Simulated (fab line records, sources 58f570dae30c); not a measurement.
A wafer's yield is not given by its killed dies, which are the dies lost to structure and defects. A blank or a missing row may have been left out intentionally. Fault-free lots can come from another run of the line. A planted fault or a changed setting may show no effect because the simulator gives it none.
Which of the tools did it? + flow berkeley cmos170 + 15 lots, 45 wafers sampled, at 3 steps of a route of 331

WHAT THE GAUGES READ, wafer by wafer
UCB170_M2_RS_MEAS_02: a four-point-probe measurement.
| lot  | measured     | on            | M2_AL_RS (ohm/sq)    |
|------|--------------|---------------|----------------------|
| L907 | day 8 14:17  | film metro-01 | 0.0321 0.0325 0.0323 |
| L910 | day 9 13:26  | film metro-04 | 0.0328 0.0331 0.0329 |
| L908 | day 9 14:59  | film metro-03 | 0.0331 0.0327 0.0328 |
| L909 | day 9 16:27  | film metro-04 | 0.0330 0.0333 0.0329 |
| L915 | day 10 02:46 | film metro-01 | 0.0324 0.0324 0.0326 |
| L914 | day 10 04:47 | film metro-04 | 0.0329 0.0329 0.0333 |
| L913 | day 10 04:52 | film metro-03 | 0.0333 0.0328 0.0329 |
| L916 | day 10 04:54 | film metro-01 | 0.0327 0.0326 0.0327 |
| L917 | day 11 04:10 | film metro-03 | 0.0330 0.0331 0.0335 |
| L918 | day 11 05:32 | film metro-01 | 0.0333 0.0330 0.0330 |
| L919 | day 11 09:09 | film metro-04 | - - -                |
| L920 | day 11 19:59 | film metro-03 | - - -                |
| L922 | day 11 20:43 | film metro-01 | - - -                |
| L925 | day 12 11:58 | film metro-04 | 0.0334 0.0328 0.0333 |
| L927 | day 13 14:07 | film metro-04 | 0.0331 0.0332 0.0332 |

UCB170_M2_THK_MEAS_03: measures by xrf.
| lot  | measured     | on            | M2_AL_THK (nm) |
|------|--------------|---------------|----------------|
| L907 | day 8 14:24  | film metro-01 | 906 895 900    |
| L910 | day 9 13:32  | film metro-04 | 886 872 880    |
| L908 | day 9 15:06  | film metro-03 | 881 890 888    |
| L909 | day 9 16:34  | film metro-04 | 879 867 880    |
| L915 | day 10 02:53 | film metro-01 | 897 900 892    |
| L914 | day 10 04:53 | film metro-04 | 878 881 868    |
| L913 | day 10 04:59 | film metro-03 | 872 882 877    |
| L916 | day 10 05:01 | film metro-01 | 892 899 888    |
| L917 | day 11 04:16 | film metro-03 | 881 876 865    |
| L918 | day 11 05:39 | film metro-01 | 876 885 884    |
| L919 | day 11 09:16 | film metro-04 | <1 <1 <1       |
| L920 | day 11 20:07 | film metro-03 | <0 <0 <0       |
| L922 | day 11 20:50 | film metro-01 | <0 <0 <0       |
| L925 | day 12 12:05 | film metro-04 | 861 878 866    |
| L927 | day 13 14:14 | film metro-04 | 875 869 874    |

WHICH TOOL RAN EACH LOT (tool, then ch and the chambers of the sampled wafers, then the start)
| lot  | UCB170_M2_SPUTTER_01         |
|------|------------------------------|
| L907 | pvd sputter-02, day 8 14:11  |
| L910 | pvd sputter-02, day 9 13:13  |
| L908 | pvd sputter-03, day 9 14:53  |
| L909 | pvd sputter-01, day 9 16:20  |
| L915 | pvd sputter-03, day 10 02:40 |
| L914 | pvd sputter-01, day 10 04:41 |
| L913 | pvd sputter-03, day 10 04:47 |
| L916 | pvd sputter-02, day 10 04:48 |
| L917 | pvd sputter-01, day 11 04:03 |
| L918 | pvd sputter-02, day 11 05:27 |
| L919 | pvd sputter-02, day 11 09:04 |
| L920 | pvd sputter-01, day 11 19:55 |
| L922 | pvd sputter-02, day 11 20:38 |
| L925 | pvd sputter-01, day 12 11:52 |
| L927 | pvd sputter-01, day 13 14:02 |
- UCB170_M2_SPUTTER_01: material Al, target thk 900 nm, time 118.3 s.

AS READ BY THE TOOLS THEMSELVES (means over the sampled wafers that have a number; for cases with no such wafer, the mark the record gives instead)
UCB170_M2_SPUTTER_01.
| lot  | tool           | cathode dc power W (W) | chamber pressure pa (Pa) | throttle valve pct (%) |
|------|----------------|------------------------|--------------------------|------------------------|
| L907 | pvd sputter-02 | 6000.9                 | 0.4995                   | 31.7                   |
| L910 | pvd sputter-02 | 6000.0                 | 0.5005                   | 31.6                   |
| L908 | pvd sputter-03 | 5999.8                 | 0.5002                   | 30.4                   |
| L909 | pvd sputter-01 | 6000.0                 | 0.4996                   | 30.8                   |
| L915 | pvd sputter-03 | 5998.8                 | 0.5007                   | 30.6                   |
| L914 | pvd sputter-01 | 6001.2                 | 0.4999                   | 30.8                   |
| L913 | pvd sputter-03 | 5999.7                 | 0.5004                   | 29.3                   |
| L916 | pvd sputter-02 | 6001.3                 | 0.4993                   | 31.5                   |
| L917 | pvd sputter-01 | 5999.2                 | 0.4991                   | 30.9                   |
| L918 | pvd sputter-02 | 5999.7                 | 0.5001                   | 31.6                   |
| L919 | pvd sputter-02 | -                      | -                        | -                      |
| L920 | pvd sputter-01 | -                      | -                        | -                      |
| L922 | pvd sputter-02 | -                      | -                        | -                      |
| L925 | pvd sputter-01 | 6000.3                 | 0.5000                   | 30.6                   |
| L927 | pvd sputter-01 | 6000.2                 | 0.4996                   | 31.0                   |

THE ANSWER, worked out from the rows above alone
Rule: the usual values come from the lots themselves. Put in order of their means at a reading, lots are off if they are a third of the lots or fewer, leave a main group of 4 or more, and stand apart from it by a gap of 3 or more times the standard deviation of the main group's means; of several such gaps the widest counts. A main group is skipped when, at the precision printed for the reading in the tables above, its means are all equal. Also off: a lot with no number at a reading for which 4 or more lots have one. Any other lot the step has rows for is counted as sound. The gauges are gone through in route order, then the tools' own readings, and for those a lot's mean is taken as printed above. At the first step where some lot is off, the reading lying furthest off is the one used; lots without a number count as furthest.
Off: L919, L920, L922, seen at UCB170_M2_RS_MEAS_02 (M2_AL_RS). Without a number there: L919, L920, L922. The main group has a mean of 0.0329 ohm/sq with a standard deviation of 0.00028.
A tool fits if, at a process step before that reading, it ran every lot that is off, and no sound lot after the first of them. The gauges at UCB170_M2_RS_MEAS_02 aren't tried: what is off there is off at UCB170_M2_SPUTTER_01 too, on other tools, and a gauge's error can't cause that. Of those tried, none fits.

WHAT THE SIMULATOR HAD PUT IN
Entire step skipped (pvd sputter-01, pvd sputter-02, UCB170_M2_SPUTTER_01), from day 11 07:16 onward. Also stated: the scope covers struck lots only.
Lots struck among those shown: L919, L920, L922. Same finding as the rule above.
